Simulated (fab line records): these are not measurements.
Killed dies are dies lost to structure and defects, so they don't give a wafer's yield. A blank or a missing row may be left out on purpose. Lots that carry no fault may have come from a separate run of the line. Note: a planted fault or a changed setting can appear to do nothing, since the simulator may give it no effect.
Split-lot experiment + flow berkeley-cmos170 + 5 lots, 23 wafers read, on a route of 331 steps

== ABOUT THE SPLIT ==
At UCB170_M2_SPUTTER_01 (material Al, target thk 900 nm, time 120 s), the setting time-s was moved away from the recipe's 120 s on 9 of the 23 wafers read, by -12.1% to -6.2%. The other wafers ran this setting at the recipe's value.

== FROM THE SPLIT TO THE READING: what the file shows between them, 2 steps ==
- UCB170_M2_RS_MEAS_02: measures by four-point-probe
- UCB170_M2_THK_MEAS_03: measures by xrf

== THE READING ==
oes-product-au, in a.u., at UCB170_M2_METAL_ETCH_18 (etches Al in Cl2/BCl3, stops on SiO2, target depth 1170 nm, time 195 s). On this fab line, fault-free wafers typically give 0.857 a.u. with a standard deviation of 0.018 a.u.

| wafer  | tool, chamber at the split | time-s as run, s | against the recipe | oes-product-au, a.u. | against lot-mates on the recipe |
|--------|----------------------------|------------------|--------------------|----------------------|---------------------------------|
| L075.1 | pvd-sputter-02, -          | 120              | recipe             | 0.878                | -                               |
| L075.2 | pvd-sputter-02, -          | 107.8            | -10.2%             | 0.810                | -0.063                          |
| L075.3 | pvd-sputter-02, -          | 120              | recipe             | 0.867                | -                               |
| L075.4 | pvd-sputter-02, -          | 107.8            | -10.2%             | 0.822                | -0.051                          |
| L075.6 | pvd-sputter-02, -          | 120              | recipe             | 0.873                | -                               |
| L080.1 | pvd-sputter-01, -          | 106.6            | -11.2%             | 0.779                | -0.067                          |
| L080.2 | pvd-sputter-01, -          | 106.6            | -11.2%             | 0.821                | -0.025                          |
| L080.3 | pvd-sputter-01, -          | 120              | recipe             | 0.835                | -                               |
| L080.5 | pvd-sputter-01, -          | 120              | recipe             | 0.827                | -                               |
| L080.6 | pvd-sputter-01, -          | 120              | recipe             | 0.877                | -                               |
| L078.3 | pvd-sputter-02, -          | 120              | recipe             | 0.839                | -                               |
| L078.4 | pvd-sputter-02, -          | 120              | recipe             | 0.841                | -                               |
| L078.6 | pvd-sputter-02, -          | 120              | recipe             | 0.841                | -                               |
| L081.1 | pvd-sputter-03, -          | 112.5            | -6.2%              | 0.870                | -0.025                          |
| L081.2 | pvd-sputter-03, -          | 120              | recipe             | 0.902                | -                               |
| L081.3 | pvd-sputter-03, -          | 112.5            | -6.2%              | 0.837                | -0.058                          |
| L081.4 | pvd-sputter-03, -          | 112.5            | -6.2%              | 0.846                | -0.049                          |
| L081.6 | pvd-sputter-03, -          | 120              | recipe             | 0.887                | -                               |
| L083.1 | pvd-sputter-02, -          | 120              | recipe             | 0.849                | -                               |
| L083.2 | pvd-sputter-02, -          | 105.5            | -12.1%             | 0.801                | -0.050                          |
| L083.4 | pvd-sputter-02, -          | 105.5            | -12.1%             | 0.806                | -0.045                          |
| L083.5 | pvd-sputter-02, -          | 120              | recipe             | 0.850                | -                               |
| L083.6 | pvd-sputter-02, -          | 120              | recipe             | 0.853                | -                               |

FIT RESULTS
A straight line over all 23 wafers: oes-product-au changes by +0.00438 a.u. for each +1% of time-s; r = +0.73; the points scatter about the line by 0.021 a.u.
The same after taking each lot's own level away (the mean of its wafers on the recipe; 23 wafers): +0.00464 a.u. for each +1%; r = +0.86; scatter 0.014 a.u.
On that fit, the largest move of time-s shifts the reading by 0.056 a.u.
Measured against the standard deviation above, the lots' own levels, which go from 0.8403 to 0.8945 a.u., span 3.0 times it.
So the lot-to-lot level blurs the effect unless lot-mates are compared.
Check: -0.0592 a.u. against its lot-mates is what the line predicts for one of the wafers moved furthest among these (-12.1%) when that wafer is left out of the fit. Against them it came out at -0.0497 a.u.

== THESE WAFERS: OTHER SPLITS ==
These wafers also went through other splits before the reading. Each is held against what the fit with the lots' levels taken away leaves over:
| other split on the same wafers | wafers away from the commonest value | r with oes-product-au (lot level and that fit taken away) |
|--------------------------------|--------------------------------------|-----------------------------------------------------------|
| UCB170_M1_METAL_ETCH_12 time-s | 5                                    | +0.12                                                     |
| UCB170_V1_PEB_10 peb-temp-c    | 6                                    | -0.06                                                     |

== THE WHOLE CHAIN: every reading that the file lists as answering this split, in the file's order ==
| step                    | what it does                                                           | reading                                                                     | change (the file's fit)                   | r (the file's) |
|-------------------------|------------------------------------------------------------------------|-----------------------------------------------------------------------------|-------------------------------------------|----------------|
| UCB170_M2_SPUTTER_01    | material Al, target thk 900 nm, time 120 s                             | Al_of_M2_SPUTTER_01.thk-nm (the simulator's own value, which no gauge read) | +9.14 nm for each +1% of the setting      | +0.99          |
| UCB170_M2_RS_MEAS_02    | measures by four-point-probe                                           | M2_AL_RS                                                                    | -0.000362 for each +1% of the setting     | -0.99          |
| UCB170_M2_THK_MEAS_03   | measures by xrf                                                        | M2_AL_THK                                                                   | +9.03 for each +1% of the setting         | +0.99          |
| UCB170_M2_METAL_ETCH_18 | etches Al in Cl2/BCl3, stops on SiO2, target depth 1170 nm, time 195 s | oes-product-au                                                              | +0.00469 a.u. for each +1% of the setting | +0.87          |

== FILE'S OWN FIT ==
oes-product-au changes by +0.00469 a.u. for each +1% of time-s, r = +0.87.
